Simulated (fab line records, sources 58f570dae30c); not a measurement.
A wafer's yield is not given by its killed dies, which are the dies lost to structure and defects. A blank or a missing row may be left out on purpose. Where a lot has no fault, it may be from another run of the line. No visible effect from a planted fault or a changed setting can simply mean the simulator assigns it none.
8D (eight disciplines) problem report, filled in by code || flow berkeley_cmos170 || the parts of the form that need people (team, actions taken, sign-off) are left out

## 1. PROBLEM STATEMENT
Wafers free of any fault read 1000.1 nm (standard deviation 1.2) for V1_POLISHED_THK at UCB170_V1_THK_MEAS_04, against a mean of 1357.7 nm on 2 wafers of 2 lots. That is +99 or more standard deviations from the usual mean.
First seen on wafer L187.4, day 9 02:13, on film_metro-01. The record has a number at this step for 40 wafers belonging to 14 lots. Rule for "out", or "out of limits": more than 4 standard deviations from the usual mean. Any other wafer with a number is counted as sound.

## 2. WHAT IT IS, WHAT IT ISN'T
{"question": "which readings at this step", "is": "V1_POLISHED_THK", "is not": "-"}
{"question": "which lots", "is": "L187, L192", "is not": "L183, L184, L185, L186, L188, L191, L194, L195, L199, L201, L202, L204"}
{"question": "which wafers of those lots", "is": "L187.4, L192.5", "is not": "L192.1, L192.6"}
{"question": "read on which gauges", "is": "film_metro-01, film_metro-03", "is not": "film_metro-04"}
{"question": "when", "is": "from day 9 02:13", "is not": "up to then (15 sound wafers); but 23 sound wafers of L191, L192, L194, L195, L199, L201, L202, L204 came after"}

## 3. SUSPECTS, AND WHAT RULES EACH OUT
Counting: if a tool at a process step up to the reading ran every lot that is out, it stays a suspect. Sound lots after the first of them don't rule it out here, since some wafers of a struck lot are sound.
- the gauge at UCB170_V1_THK_MEAS_04: ruled out. 2 gauges (film_metro-01, film_metro-03) read the wafers that are out.
- cmp-01 at UCB170_V1_CMP_02 (polishes SiO2): kept. It processed each lot that is out (first: L187, day 9 01:49); up to then, its last sound lot is L186 (day 9 00:29).
- In cmp-01 at UCB170_V1_CMP_02, the wafers that are out were processed in chamber 1 and their sound lot-mates in chambers 2, 3.
After counting, what remains is cmp-01 at UCB170_V1_CMP_02.

## 4. THE CAUSE (what the simulator had put in)
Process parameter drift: cmp-01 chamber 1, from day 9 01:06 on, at UCB170_V1_CMP_02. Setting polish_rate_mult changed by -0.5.
This tool alone remained once counting was done.

## 5. SEQUENCE OF EFFECTS, ordered by route
Each row: a reading where the mean over the struck wafers with a number is more than 3 standard deviations away from the usual. Readings are gone through only where the record gives a usual standard deviation; hours: the median, over the lots, of the time from a lot's start at the first step in this table giving one to that lot's start at this step; sigmas: the change measured in usual standard deviations.
{"hours": 0, "step": "UCB170_V1_THK_MEAS_04", "reading": "V1_POLISHED_THK", "usual": "1000.1 nm", "on struck wafers": 1357.7, "change": "+357.6", "sigmas": "+99 or more"}
{"hours": 2, "step": "UCB170_V1_ETCH_14", "reading": "oes_product_au", "usual": "0.871 a.u.", "on struck wafers": 1.009, "change": "+0.138", "sigmas": "+11"}
{"hours": 11, "step": "UCB170_M3_PROBE_99", "reading": "defect_limited_yield", "usual": "98.5 %", "on struck wafers": 0.0, "change": -98.5, "sigmas": "-99 or more"}
{"hours": 11, "step": "UCB170_M3_PROBE_99", "reading": "killed_at_M0_to_M3", "usual": 0.9, "on struck wafers": 262.0, "change": "+261.1", "sigmas": "+99 or more"}
{"hours": 11, "step": "UCB170_M3_PROBE_99", "reading": "killed_dies", "usual": 4.0, "on struck wafers": 264.0, "change": "+260.0", "sigmas": "+99 or more"}
{"hours": 11, "step": "UCB170_M3_PROBE_99", "reading": "killed_on_rim", "usual": 1.2, "on struck wafers": 70.0, "change": "+68.8", "sigmas": "+53"}
{"hours": 11, "step": "UCB170_M3_PROBE_99", "reading": "sort_bin_5_function", "usual": "1.0 %", "on struck wafers": 100.0, "change": "+99.0", "sigmas": "+99 or more"}
{"hours": 11, "step": "UCB170_M3_PROBE_99", "reading": "sort_n_pass", "usual": 260.0, "on struck wafers": 0.0, "change": -260.0, "sigmas": "-99 or more"}
{"hours": 11, "step": "UCB170_M3_PROBE_99", "reading": "sort_yield_pct", "usual": "98.5 %", "on struck wafers": 0.0, "change": -98.5, "sigmas": "-99 or more"}
Process steps it contains:
- UCB170_V1_ETCH_14: etches SiO2 in CHF3/CF4/Ar, stops on Al, target depth 1250 nm, time 291 s.
- UCB170_M3_PROBE_99

## 6. HOW IT WOULD HAVE BEEN CAUGHT EARLIER
In this record the first reading out of limits at a measuring or inspecting step was taken at day 9 02:13, 1 hour after the fault began at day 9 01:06.
Tool readings at UCB170_V1_CMP_02 with a usual standard deviation given in the record: none out on any struck wafer, hence no alarm at a limit of 4 standard deviations on them.
Lots out: 2; of these, L192 started UCB170_V1_CMP_02 on cmp-01 after day 9 02:13. Holding the tool at that time would have saved it.
